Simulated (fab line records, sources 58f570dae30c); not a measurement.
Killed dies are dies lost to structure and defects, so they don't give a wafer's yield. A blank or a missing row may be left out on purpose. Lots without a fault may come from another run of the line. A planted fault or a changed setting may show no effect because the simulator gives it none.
A struck lot beside a sound one | flow berkeley_cmos170 | 14 steps out of a route of 331
Sound: wafers L242.1, L242.2, L242.4. Struck: wafers L238.2, L238.3, L238.6. The cause comes at the end.
At each step with rows: each side's tool, then ch and its chambers, then its first start. Under that, the readings that differ: sound wafers | struck wafers | difference of the means | sigmas: that difference in standard deviations of wafers without a fault.
alike: readings whose means differ by less than 2 such deviations, and words and numbers that are the same on both sides. not compared: withheld readings, readings that some wafer has no value for, bounds like >300 that may hide the same value, and numbers for which the record gives no deviation and whose values overlap.
The two part at a step that has a row with sigmas, a row that says differs or no value, or rows on one side only. Numbers that don't overlap but have no deviation are shown without sigmas and don't part them. A reading that every wafer of one side lacks parts them only if that side has two wafers or more.

first, 1 step without rows for these wafers: UCB170_CONTACT_CLEAN_07 (cleans in SPM, time 600 s).
UCB170_CONTACT_RTA_08: time 10 s.
  sound on rtp_anneal-02 ch 0, day 9 14:24; struck on rtp_anneal-01 ch 0, day 8 19:38
  reading            | sound             | struck            | difference | sigmas
  lamp_power_pct (%) | 25.51 25.50 25.53 | 25.82 25.82 25.78 | +0.29      | +2
  alike: wafer_temp_C_max
then, 6 steps without rows for these wafers: UCB170_CONTACT_COAT_09; UCB170_CONTACT_COAT_10 (resist thk 900 nm); UCB170_CONTACT_SOFTBAKE_11 (time 60 s); UCB170_CONTACT_EXPOSE_12 (exposes mask CONT, target cd 700 nm); UCB170_CONTACT_PEB_13; UCB170_CONTACT_DEVELOP_14 (develop time 45 s).
UCB170_CONTACT_CD_MEAS_15: target cd 700 nm.
  sound on cd_sem-01, day 9 16:32; struck on cd_sem-02, day 8 21:43
  alike: cd_nm
UCB170_CONTACT_OVL_MEAS_16:
  sound on overlay-02, day 9 16:40; struck on overlay-01, day 8 21:49
  alike: CONTACT_OVL
UCB170_CONTACT_ETCH_17: etches BARC in N2/H2.
  sound on rie_diel-04 ch 0,2,3, day 9 16:42; struck on rie_diel-04 ch 0,1,2, day 8 21:51
  alike: drypump_motor_current_A, oes_product_au, throttle_valve_pct
UCB170_CONTACT_ETCH_18: etches PSG in CHF3/CF4/Ar, stops on TiSi2, target depth 840 nm, time 195 s.
  sound on rie_diel-04 ch 0,2,3; struck on rie_diel-04 ch 0,1,2
  alike: CHF3_flow_sccm, drypump_motor_current_A, mfc_ar_sccm, oes_product_au, throttle_valve_pct
  not compared: rf_hours_counter_h
UCB170_CONTACT_STRIP_19: strips in O2.
  sound on plasma_asher-01 ch 0,1, day 9 16:52; struck on plasma_asher-03 ch 0, day 8 22:01
  no value came back on the struck wafers for chamber_pressure_mTorr (mTorr), drypump_motor_current_A (A), o2_flow_sccm (sccm), oes_product_au (a.u.); on the sound wafers chamber_pressure_mTorr (mTorr) reads 3501 3493 3499
  reading                                  | sound | struck            | difference | sigmas
  model.KrF_of_CONTACT_COAT_10.thk_nm (nm) | 0 0 0 | 693.5 690.9 687.5 | +690.6     |
  not compared: rf_hours_counter_h
UCB170_CONTACT_CD_MEAS_90: target cd 700 nm.
  sound on cd_sem-02, day 9 16:58; struck on cd_sem-02, day 8 22:10
  alike: cd_nm

WHERE THEY PART
First at UCB170_CONTACT_RTA_08; last, within this record, at UCB170_CONTACT_STRIP_19. Later steps at which nothing parts them and some readings are alike: UCB170_CONTACT_CD_MEAS_90.

WHY: what the simulator had put in
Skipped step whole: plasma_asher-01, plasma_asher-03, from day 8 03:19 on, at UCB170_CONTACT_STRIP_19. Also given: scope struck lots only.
